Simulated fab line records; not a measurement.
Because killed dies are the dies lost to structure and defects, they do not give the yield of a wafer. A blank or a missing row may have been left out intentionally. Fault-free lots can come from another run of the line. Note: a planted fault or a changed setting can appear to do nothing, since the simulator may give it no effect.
2 desks, one fault / flow rit cmos / numbers are kept per desk, each desk with only its own; the story behind them comes last

FROM THE METROLOGY DESK
Lot by lot, what the gauges showed, no matter which tool ran the lot: averages of those sampled wafers that carry a number. A lot is out of limits, marked OUT, if its mean lies more than 4 standard deviations from the usual mean; the brackets give that distance.
Columns: A = NWELL_RS at RIT_WELLDRIVE_RS_MEAS_01, usual 275.7 ohm/sq; B = REOX_OXIDE_THK at RIT_REOX_THK_MEAS_04, usual 25.0 nm; C = M1_OVL at RIT_M1_OVL_MEAS_10, usual 0.2 nm
lot=L618; first seen here=day 2 06:50; A=273.9; B=26.3; C=-1.2
lot=L621; first seen here=day 2 20:40; A=276.1; B=24.3; C=0.8
lot=L622; first seen here=day 3 01:46; A=277.6; B=25.1; C=-1.4
lot=L623; first seen here=day 3 07:06; A=276.4; B=24.6; C=0.3
lot=L626; first seen here=day 4 03:44; A=274.7; B=24.9; C=0.9
lot=L628; first seen here=day 4 10:09; A=275.3; B=28.0 (+5.5) OUT; C=1.6
lot=L627; first seen here=day 4 10:11; A=275.1; B=24.9; C=0.1
lot=L629; first seen here=day 4 16:41; A=275.1; B=28.7 (+6.7) OUT; C=-1.5
lot=L631; first seen here=day 4 23:20; A=276.6; B=28.6 (+6.5) OUT; C=0.1
lot=L632; first seen here=day 5 06:21; A=275.6; B=25.7; C=0.1
lot=L634; first seen here=day 5 13:59; A=276.2; B=25.2; C=2.0
lot=L635; first seen here=day 5 20:59; A=275.5; B=25.2; C=0.9
lot=L637; first seen here=day 6 04:26; A=276.5; B=25.0; C=0.6
lot=L638; first seen here=day 6 11:02; A=275.2; B=24.4; C=0.5
lot=L641; first seen here=day 7 05:02; A=275.2; B=25.4; C=1.2
This desk reports L628, L629, L631 out of limits; the earliest was L628 at day 5 01:40 (REOX_OXIDE_THK at RIT_REOX_THK_MEAS_04). In limits: L618, L621, L622, L623, L626, L627, L632, L634, L635, L637, L638, L641.

THE TOOL OWNER'S DESK: furnace-04
The tool's own readings at RIT_REOX_OXIDATION_03 (target thk 25.2 nm, ox time 5580 s): means of the sampled wafers that have a number, for each lot that ran on this tool. A lot is out of limits, marked OUT, if its mean lies more than 4 standard deviations from the usual mean; the brackets give that distance.
Columns: A = zone power centre pct at RIT_REOX_OXIDATION_03, usual 39.7 %; B = zone power load pct at RIT_REOX_OXIDATION_03, usual 26.7 %; C = zone power source pct at RIT_REOX_OXIDATION_03, usual 27.7 %
lot=L621; first seen here=day 3 08:25; A=37.7; B=25.9; C=29.8
lot=L622; first seen here=day 3 20:37; A=37.6; B=26.1; C=29.8
lot=L628; first seen here=day 4 23:07; A=37.8; B=26.1; C=29.9
lot=L629; first seen here=day 5 03:01; A=37.5; B=26.1; C=29.7
lot=L631; first seen here=day 5 12:54; A=37.7; B=25.9; C=29.7
Finding of this desk: none of the 5 lots has anything out of limits.

PUT TOGETHER
The metrology desk could have raised an alarm at day 5 01:40, on L628, L629, L631.
Nothing out of limits was seen by the tool owner's desk.
On record at the tool owner's desk: L628, L629, L631, within its limits.
Every lot named ran RIT_REOX_OXIDATION_03 on furnace-04.

WHAT THE SIMULATOR HAD PUT IN
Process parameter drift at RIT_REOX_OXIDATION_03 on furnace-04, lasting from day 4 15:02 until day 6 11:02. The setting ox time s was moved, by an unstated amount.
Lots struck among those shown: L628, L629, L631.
Delay in hours, fault start to first out-of-limits reading, per desk: metrology desk 11.
